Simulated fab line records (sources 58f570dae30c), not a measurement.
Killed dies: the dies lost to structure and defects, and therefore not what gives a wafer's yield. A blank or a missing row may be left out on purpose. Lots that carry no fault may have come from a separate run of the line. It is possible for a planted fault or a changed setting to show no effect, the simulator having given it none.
Comparing a struck lot with a sound one    flow berkeley_cmos170    27 steps out of a route of 331
Sound: wafers L296.1, L296.2, L296.6. Struck: wafer L302.2. (L302.3, L302.6 of the same lot were not struck and are left out.) The cause comes at the end.
Each step with rows lists, per side, the tool, then ch with its chambers, then its first start. Under that, the readings that differ: sound wafers    struck wafers    difference of the means    sigmas: that difference in standard deviations of wafers without a fault.
alike: same words and numbers on both sides, and readings whose means sit less than 2 such deviations apart. not compared: any withheld reading, any reading some wafer has no value for, any bound like >300 that may hide the same value, and any number with overlapping values for which the record gives no deviation.
The two part at a step that has a row with sigmas, a row that says differs or no value, or rows on one side only. Numbers that don't overlap but have no deviation are shown without sigmas and don't part them. A reading that every wafer of one side lacks parts them only if that side has two wafers or more.

first, 3 steps without rows for these wafers: UCB170_CONTACT_COAT_10 (resist thk 900 nm); UCB170_CONTACT_SOFTBAKE_11 (time 60 s); UCB170_CONTACT_EXPOSE_12 (exposes mask CONT, target cd 700 nm).
UCB170_CONTACT_PEB_13:
  sound on litho_track-03 ch 0, day 8 18:04; struck on litho_track-04 ch 0, day 10 14:47
  alike: exhaust_pa, plate_sensor_t_centre_C, plate_sensor_t_edge_C
then, 1 step without rows for these wafers: UCB170_CONTACT_DEVELOP_14 (develop time 45 s).
UCB170_CONTACT_CD_MEAS_15: target cd 700 nm.
  struck on cd_sem-02, day 10 15:03; sound on cd_sem-02, day 8 18:20
  alike: cd_nm
UCB170_CONTACT_OVL_MEAS_16:
  struck on overlay-02, day 10 15:10; sound on overlay-01, day 8 18:28
  alike: CONTACT_OVL
then, 1 step without rows for these wafers: UCB170_CONTACT_ETCH_17 (etches BARC in N2/H2).
UCB170_CONTACT_ETCH_18: etches PSG in CHF3/CF4/Ar, stops on TiSi2, target depth 840 nm, time 195 s.
  sound on rie_diel-01 ch 2,3; struck on rie_diel-01 ch 0
  alike: drypump_motor_current_A, oes_product_au, throttle_valve_pct
  not compared: rf_hours_counter_h
UCB170_CONTACT_STRIP_19: strips in O2.
  sound on plasma_asher-02 ch 0,1, day 8 18:45; struck on plasma_asher-02 ch 1, day 10 15:22
  alike: drypump_motor_current_A, oes_product_au
  not compared: rf_hours_counter_h
UCB170_CONTACT_CD_MEAS_90: target cd 700 nm.
  struck on cd_sem-01, day 10 15:29; sound on cd_sem-02, day 8 18:51
  alike: cd_nm
then, 1 step without rows for these wafers: UCB170_CONTACT_CLEAN_20 (cleans in SPM, time 600 s).
UCB170_M1_SPUTTER_00: material Al, target thk 600 nm, time 80 s.
  struck on pvd_sputter-04, day 10 15:46; sound on pvd_sputter-04, day 8 19:10
reading                                sound              struck  difference  sigmas
model.Al_of_M1_SPUTTER_00.thk_nm (nm)  596.2 599.7 594.6  698.2   +101.4      
  alike: throttle_valve_pct
UCB170_M1_RS_MEAS_01: measures by four-point-probe.
  struck on film_metro-01, day 10 15:50; sound on film_metro-02, day 8 19:13
reading            sound                 struck  difference  sigmas
M1_AL_RS (ohm/sq)  0.0489 0.0486 0.0490  0.0416  -0.0072     -19
UCB170_M1_THK_MEAS_02: measures by xrf.
  struck on film_metro-01, day 10 15:57; sound on film_metro-02, day 8 19:20
reading         sound        struck  difference  sigmas
M1_AL_THK (nm)  606 606 602  699     +94         +17
then, 6 steps without rows for these wafers: UCB170_M1_COAT_03; UCB170_M1_COAT_04 (resist thk 900 nm); UCB170_M1_SOFTBAKE_05 (time 60 s); UCB170_M1_EXPOSE_06 (exposes mask METAL1, target cd 700 nm); UCB170_M1_PEB_07; UCB170_M1_DEVELOP_08 (develop time 45 s).
UCB170_M1_CD_MEAS_09: target cd 700 nm.
  struck on cd_sem-02, day 10 16:54; sound on cd_sem-01, day 8 20:22
reading     sound              struck  difference  sigmas
cd_nm (nm)  699.7 699.2 699.5  703.1   +3.6        +3
UCB170_M1_OVL_MEAS_10:
  struck on overlay-02, day 10 17:00; sound on overlay-02, day 8 20:29
  alike: M1_OVL
UCB170_M1_ETCH_11: etches BARC in N2/H2.
  sound on rie_diel-03 ch 1,2,3, day 8 20:32; struck on rie_diel-02 ch 3, day 10 17:02
reading                 sound              struck  difference  sigmas
throttle_valve_pct (%)  13.47 13.30 13.26  13.07   -0.27       -2
  alike: bias_w, drypump_motor_current_A, oes_product_au
UCB170_M1_METAL_ETCH_12: etches Al in Cl2/BCl3, stops on PSG, target depth 780 nm, time 130 s.
  sound on rie_metal-01 ch 0,1, day 8 20:34; struck on rie_metal-01 ch 1, day 10 17:05
reading                sound              struck  difference  sigmas
bias_w (W)             119.9 120.6 119.8  119.3   -0.8        -2
oes_product_au (a.u.)  0.842 0.873 0.861  0.954   +0.095      +6
  alike: drypump_motor_current_A, mfc_cl2_sccm, throttle_valve_pct
  not compared: rf_hours_counter_h
UCB170_M1_STRIP_13: strips in O2.
  sound on plasma_asher-01 ch 0,1, day 8 20:42; struck on plasma_asher-02 ch 1, day 10 17:13
reading                      sound        struck  difference  sigmas
drypump_motor_current_A (A)  5.2 5.7 5.2  6.1     +0.7        +2
  alike: oes_product_au
  not compared: rf_hours_counter_h
UCB170_M3_PROBE_99:
  struck on prober-01, day 11 12:14; sound on prober-02, day 9 15:04
reading                                         sound                          struck      difference  sigmas
model.etest.m1_comb_over_steps.leak_log10_a_um  -12.81 -12.74 -12.78           -5.445      +7.332      
model.etest.ring.quiet_log10_a (angstrom)       -8.679 -8.556 -8.799           -3.59       +5.09       
model.etest.m1.rs_ohm_sq                        0.04874 0.0482 0.04898         0.04206     -0.00658    
model.etest.antenna_m1.vt_shift_v (V)           -0.009293 -0.007413 -0.007587  -0.0007654  +0.0073323  

## WHERE THEY PART
First at UCB170_M1_RS_MEAS_01; last, within this record, at UCB170_M1_STRIP_13.

WHY: what the simulator had put in
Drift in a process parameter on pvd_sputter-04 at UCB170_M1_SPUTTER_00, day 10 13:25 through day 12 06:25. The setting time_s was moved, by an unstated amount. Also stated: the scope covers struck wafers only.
